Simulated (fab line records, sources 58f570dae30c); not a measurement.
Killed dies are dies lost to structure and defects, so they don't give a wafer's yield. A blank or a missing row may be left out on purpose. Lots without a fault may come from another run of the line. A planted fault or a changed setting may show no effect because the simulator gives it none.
fab line records | flow berkeley_cmos170
record lots=6 wafers=18 last_day=13
route steps=331 shown ZERO@6 NWELL@14
lots that met no fault: from a run of the same line without faults
start_h: hours from the record's first day to the start of the lot's first wafer shown | wait_h: hours since the lot's step before | " the same as in the row above | L1.1+2: a row that stands for several wafers | - no value, or no start given | * or withheld: withheld | < > ~ a bound
route shown NAME@n: a module of which the file shows steps, and the number in the route of the first | usual: mean/standard deviation of fault-free wafers | same: alike in all rows | chamber/n: place in a boat | sites: the reading at each site | _std_site: their standard deviation | _edge_site: outer sites' mean less inner sites' | radius_mm: how far each site lies from the wafer's centre | mask NAME#n: copy n | behind: the tool/chamber that last shaped the wafer | hold: why the lot was held/for how many hours/how that ended | device: the transistor (n, p or np) that didn't switch | end of line: the same wafers' tests at the end of the route | a step without rows: its recipe alone | killed: dies lost to structure and defects at the first sort, not the wafer's yield | map: a wafer's dies, x killed, . not, _ none there
set.NAME: the setting as run; set.NAME@STEP: as run at that earlier step | model.NAME: the simulator's own value behind a step, which no gauge read
lots at some steps of the route; a table a step, a row a wafer
services: from which hour (start_h, from the record's first day; less than 0 if before it) a tool's chamber was out of use, for how many hours, and why
## steps
# step UCB170_ZERO_HMDS_00
# recipe prime_time_s=60 prime_temp_c=100
# step UCB170_ZERO_COAT_01
# recipe resist=KrF spin_rpm=1500 resist_thk_nm=900
# step UCB170_ZERO_SOFTBAKE_02
# recipe resist=KrF temp_c=130 time_s=60
# step UCB170_ZERO_EXPOSE_03
# recipe mask_id=PM_MARKS na=0.5 sigma_outer=0.6 source_shape=conventional target_cd_nm=4000 dose_mj=30
# step UCB170_ZERO_PEB_04
# recipe peb_temp_c=130 peb_time_s=withheld resist=KrF
# step UCB170_ZERO_DEVELOP_05
# recipe developer=TMAH develop_time_s=45 resist=KrF dev_temp_c=21
# step UCB170_ZERO_ETCH_06
# recipe chemistry=CHF3/CF4/Ar target=SiO2 time_s=12 pressure_mtorr=100 rf_w=500 CHF3_flow_sccm=50 cf4_flow_sccm=10 Ar_flow_sccm=120 over_etch_frac=1.58
# usual drypump_motor_current_A=5.6/0.34 oes_product_au=0.618/0.0099 throttle_valve_pct=9.24/0.17
# columns lot.wafer tool chamber start_h wait_h drypump_motor_current_A oes_product_au rf_hours_counter_h throttle_valve_pct
L252.3 rie_diel-04 3 49.05 - 6.0 0.608 8 9.28
L252.5 " 3 " " 6.0 0.598 - 9.29
L252.6 " 0 " " 6.4 0.609 - 9.03
L254.1 rie_diel-04 3 57.75 - 6.0 0.605 9 9.28
L254.4 " 1 " " 5.2 0.622 3 9.15
L254.6 " 2 " " 5.6 0.612 - 9.38
L258.1 rie_diel-01 1 77.23 - 5.6 0.627 85 9.58
L258.2 " 0 " " 5.0 0.613 1 9.20
L258.4 " 3 " " 5.3 0.616 - 9.19
L259.1 rie_diel-03 0 77.48 - 6.0 0.629 17 9.22
L259.4 " 1 " " 5.9 0.618 6 9.41
L259.6 " 0 " " 5.9 0.617 - 9.23
L260.1 rie_diel-03 2 91.04 - 5.6 0.642 55 9.02
L260.2 " 1 " " 5.9 0.621 6 9.41
L260.4 " 2 " " 5.7 0.635 - 9.02
L268.2 rie_diel-03 2 125.89 - 5.7 0.630 57 9.02
L268.5 " 0 " " 5.9 0.617 - 9.23
L268.6 " 2 " " 5.7 0.636 - 9.01
# step UCB170_ZERO_STRIP_07
# recipe chemistry=O2 power_w=400 pressure_mtorr=3500 platen_temp_c=withheld o2_flow_sccm=400 overash_fraction=0.5
# usual drypump_motor_current_A=5.6/0.44 o2_flow_sccm=400.2/1.4 oes_product_au=0.728/0.0046 strip_time_to_endpoint_s=21.49/0.055
# columns lot.wafer tool chamber start_h wait_h drypump_motor_current_A o2_flow_sccm oes_product_au rf_hours_counter_h strip_time_to_endpoint_s
L252.3 plasma_asher-04 0 49.11 0.0 5.6 400.6 0.726 - 21.58
L252.5 " 1 " " 6.0 400.4 0.733 - 21.50
L252.6 " 0 " " 5.6 400.1 0.731 - 21.45
L254.1 plasma_asher-03 0 57.77 0.0 4.8 398.5 0.730 32 21.58
L254.4 " 0 " " 4.8 399.5 0.723 - 21.50
L254.6 " 1 " " 5.6 400.3 0.736 - 21.51
L258.1 plasma_asher-03 0 77.26 0.0 4.8 400.7 0.722 34 21.41
L258.2 " 1 " " 5.6 401.4 0.730 34 21.35
L258.4 " 1 " " 5.6 399.0 0.732 - 21.39
L259.1 plasma_asher-01 0 77.50 0.0 6.0 398.3 0.723 36 21.47
L259.4 " 1 " " 6.0 401.9 0.734 - 21.50
L259.6 " 0 " " 6.0 398.4 0.719 - 21.48
L260.1 plasma_asher-04 0 91.07 0.0 5.6 399.5 0.722 29 21.49
L260.2 " 1 " " 6.0 401.5 0.734 29 21.42
L260.4 " 0 " " 5.6 399.4 0.727 - 21.47
L268.2 plasma_asher-03 0 125.91 0.0 4.8 402.4 0.723 1 21.60
L268.5 " 1 " " 5.6 399.6 0.725 - 21.54
L268.6 " 0 " " 4.8 400.9 0.721 - 21.57
# step UCB170_NWELL_WET_ETCH_00
# recipe chemistry=dHF dilution=25:1 target=SiO2 temp_c=25 time_s=200
# step UCB170_NWELL_OXIDATION_01
# recipe temp_c=1000 ambient=O2 target_thk_a=264 ox_time_s=1260
# step UCB170_NWELL_THK_MEAS_02
# recipe reads=SiO2_of_NWELL_OXIDATION_01
# usual NWELL_OXIDE_THK=26.3/0.46
# columns lot.wafer tool chamber start_h wait_h NWELL_OXIDE_THK[nm]
L252.3 film_metro-04 - 57.70 0.0 26.5
L252.5 " - " " 26.7
L252.6 " - " " 26.6
L254.1 film_metro-01 - 65.71 0.0 26.7
L254.4 " - " " 26.7
L254.6 " - " " 26.6
L258.1 film_metro-01 - 86.83 0.0 26.9
L258.2 " - " " 27.3
L258.4 " - " " 27.2
L259.1 film_metro-04 - 86.83 0.0 26.1
L259.4 " - " " 26.7
L259.6 " - " " 26.7
L260.1 film_metro-04 - 96.96 0.0 26.2
L260.2 " - " " 26.2
L260.4 " - " " 25.9
L268.2 film_metro-04 - 131.87 0.0 26.3
L268.5 " - " " 26.2
L268.6 " - " " 26.2
# step UCB170_NWELL_ANNEAL_03
# recipe temp_c=1000 time_s=900 ambient=N2
# step UCB170_NWELL_CVD_04
# recipe material=Si3N4 target_thk_nm=224 temp_c=800 precursor=SiH2Cl2/NH3 time_s=3360 pressure_mtorr=200 sih2cl2_flow_sccm=25 nh3_flow_sccm=75
# usual pressure_mtorr=200.0/0.39
# columns lot.wafer tool chamber start_h wait_h pressure_mtorr model.Si3N4_of_NWELL_CVD_04.thk_nm
L252.3 lpcvd-01 0 63.26 0.0 200.3 223.8
L252.5 " 0 " " 200.8 225.7
L252.6 " 0 " " 200.3 225.1
L254.1 lpcvd-02 0 72.34 0.0 200.0 228.3
L254.4 " 0 " " 199.6 227
L254.6 " 0 " " 200.1 226.6
L258.1 lpcvd-02 1 92.87 0.0 100.6 181.6
L258.2 " 1 " " 100.5 183.2
L258.4 " 1 " " 100.7 181.6
L259.1 lpcvd-02 1 92.87 0.0 99.8 183.6
L259.4 " 1 " " 99.7 184.5
L259.6 " 1 " " 99.7 182.2
L260.1 lpcvd-01 1 104.60 0.0 199.9 224.1
L260.2 " 1 " " 200.2 226.4
L260.4 " 1 " " 200.0 221.7
L268.2 lpcvd-01 0 138.68 0.0 200.2 225.8
L268.5 " 0 " " 200.5 223.5
L268.6 " 0 " " 200.6 224.2
# step UCB170_NWELL_THK_MEAS_05
# recipe reads=Si3N4_of_NWELL_CVD_04
# usual NWELL_NITRIDE_THK=225.0/2
# columns lot.wafer tool chamber start_h wait_h NWELL_NITRIDE_THK[nm]
L252.3 film_metro-04 - 65.21 0.0 223.9
L252.5 " - " " 225.6
L252.6 " - " " 225.1
L254.1 film_metro-01 - 74.28 0.0 228.4
L254.4 " - " " 227.1
L254.6 " - " " 226.7
L258.1 film_metro-01 - 94.80 0.0 181.7
L258.2 " - " " 183.3
L258.4 " - " " 181.6
L259.1 film_metro-04 - 94.81 0.0 183.6
L259.4 " - " " 184.6
L259.6 " - " " 182.1
L260.1 film_metro-03 - 106.54 0.0 224.0
L260.2 " - " " 226.2
L260.4 " - " " 221.6
L268.2 film_metro-01 - 141.59 0.0 225.8
L268.5 " - " " 223.6
L268.6 " - " " 224.0
# step UCB170_NWELL_HMDS_06
# recipe prime_time_s=60 prime_temp_c=100
# step UCB170_NWELL_COAT_07
# recipe resist=KrF spin_rpm=1500 resist_thk_nm=900
# step UCB170_NWELL_SOFTBAKE_08
# recipe resist=KrF temp_c=130 time_s=60
# step UCB170_NWELL_EXPOSE_09
# recipe mask_id=NWELL target_cd_nm=3000 na=0.5 sigma_outer=0.6 source_shape=conventional dose_mj=25
# step UCB170_NWELL_PEB_10
# recipe peb_temp_c=130 peb_time_s=withheld resist=KrF
# step UCB170_NWELL_DEVELOP_11
# recipe developer=TMAH develop_time_s=45 resist=KrF dev_temp_c=21
# step UCB170_NWELL_OVL_MEAS_12
# usual NWELL_OVL=-2/4.8
# columns lot.wafer tool chamber start_h wait_h NWELL_OVL[nm]
L252.3 overlay-02 - 66.23 - -3
L252.5 " - " " 0
L252.6 " - " " 1
L254.1 overlay-02 - 75.40 - -11
L254.4 " - " " -4
L254.6 " - " " -5
L258.1 overlay-02 - 95.70 - 1
L258.2 " - " " 1
L258.4 " - " " 3
L259.1 overlay-01 - 95.96 - 2
L259.4 " - " " 0
L259.6 " - " " 0
L260.1 overlay-02 - 107.44 - -2
L260.2 " - " " -1
L260.4 " - " " 1
L268.2 overlay-02 - 142.87 - -8
L268.5 " - " " -2
L268.6 " - " " -6
# step UCB170_NWELL_ETCH_13
# recipe chemistry=CH3F/Ar/O2 target=Si3N4 stop_on=SiO2 CH3F_flow_sccm=20 Ar_flow_sccm=50 O2_flow_sccm=7 pressure_mtorr=50 rf_w=450 target_depth_a=2464 over_etch_frac=0.1 time_s=154
# usual drypump_motor_current_A=5.8/0.36 oes_product_au=0.942/0.013 throttle_valve_pct=8.04/0.14
# columns lot.wafer tool chamber start_h wait_h drypump_motor_current_A oes_product_au rf_hours_counter_h throttle_valve_pct model.etch.depth_nm
L252.3 rie_diel-02 2 66.25 0.0 6.2 0.943 69 8.04 223.8
L252.5 " 3 " " 6.1 0.937 - 8.23 225.7
L252.6 " 0 " " 5.8 0.949 - 8.11 225.1
L254.1 rie_diel-02 1 75.43 0.0 5.4 0.938 164 8.06 228.3
L254.4 " 3 " " 6.1 0.939 3 8.24 227
L254.6 " 1 " " 5.4 0.946 - 8.07 226.6
L258.1 rie_diel-04 2 95.74 0.0 5.6 0.831 11 8.21 181.6
L258.2 " 3 " " 6.0 0.830 10 8.08 183.2
L258.4 " 1 " " 5.2 0.847 4 7.95 181.6
L259.1 rie_diel-03 1 96.00 0.0 5.9 0.834 7 8.22 183.6
L259.4 " 2 " " 5.6 0.866 55 7.84 184.5
L259.6 " 2 " " 5.6 0.859 - 7.85 182.2
L260.1 rie_diel-04 0 107.48 0.0 6.5 0.935 150 7.87 224.1
L260.2 " 3 " " 6.0 0.924 10 8.09 226.4
L260.4 " 2 " " 5.6 0.930 11 8.23 221.7
L268.2 rie_diel-03 1 142.90 0.0 5.9 0.943 8 8.24 225.8
L268.5 " 1 " " 5.9 0.935 - 8.24 223.5
L268.6 " 3 " " 5.6 0.930 - 7.84 224.2
# step UCB170_NWELL_IMPLANT_14
# recipe species=P dose_cm2=1e+13 energy_kev=150 tilt_deg=7
## services
# columns tool chamber start_h hours kind
rie_diel-01 0 30.87 - clean
rie_diel-01 0 30.87 - consumable_replace:esc
rie_diel-01 0 30.87 32.5 scheduled_down
rie_diel-01 0 30.87 32.5 vent_cycle
lpcvd-02 - 34.14 2.8 pm
rie_diel-01 - 39.84 0.5 repair
rie_diel-03 0 40.51 9.4 repair
rie_diel-01 - 40.58 15.6 pm
rie_diel-01 2 63.33 - clean
plasma_asher-03 - 79.99 0.4 repair
rie_diel-03 0 83.57 12.2 repair
plasma_asher-03 - 87.04 0.8 repair
rie_diel-01 - 97.93 4.3 pm
rie_diel-02 1 99.15 - clean
rie_diel-02 1 99.15 15.6 scheduled_down
rie_diel-02 1 99.15 15.6 vent_cycle
rie_diel-03 1 106.10 21.0 repair
plasma_asher-03 - 108.81 9.0 pm
plasma_asher-03 0 108.81 9.0 vent_cycle
plasma_asher-03 1 108.81 9.0 vent_cycle
plasma_asher-03 0 117.81 - clean
plasma_asher-03 1 117.81 - clean
rie_diel-03 - 119.54 0.2 repair
rie_diel-03 0 138.05 11.1 repair
## key
first_sign step=UCB170_NWELL_CVD_04 reading=pressure_mtorr direction=down sigmas=99+ usual=200.0 struck=100.1
effect step=UCB170_NWELL_THK_MEAS_05 reading=NWELL_NITRIDE_THK direction=down sigmas=21 usual=225.0 struck=182.8
effect step=UCB170_NWELL_ETCH_13 reading=oes_product_au direction=down sigmas=7.8 usual=0.942 struck=0.845
model_effect step=UCB170_NWELL_CVD_04 value=Si3N4_of_NWELL_CVD_04.thk_nm without=224.8 struck=182.8
model_effect step=UCB170_NWELL_ETCH_13 value=etch.depth_nm without=224.8 struck=182.8
met_at UCB170_NWELL_CVD_04
struck_wafers L258.1,L258.2,L258.4,L259.1,L259.4,L259.6
sort_left_out L258.1,L258.2,L258.4
tester_left_out L258,L259
onset_between 72.34 92.87
fault kind=process_parameter_drift tool=lpcvd-02 chamber=- onset_h=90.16 steps=UCB170_NWELL_CVD_04 channel=pressure_mtorr offset=-100 shape=step end_h=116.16 acts_in=these_recipes_only stated=200
# tester_left_out: of these lots the tester's yield and bins aren't shown, on N5 and GAA mostly nor the transistor test; their killed dies are dies lost to structure and defects alone, not to doping, threshold or leakage, so they don't give the yield
# sort_left_out: the simulated sort isn't trusted on such a fault, so these wafers' sort isn't shown, and their yield isn't known
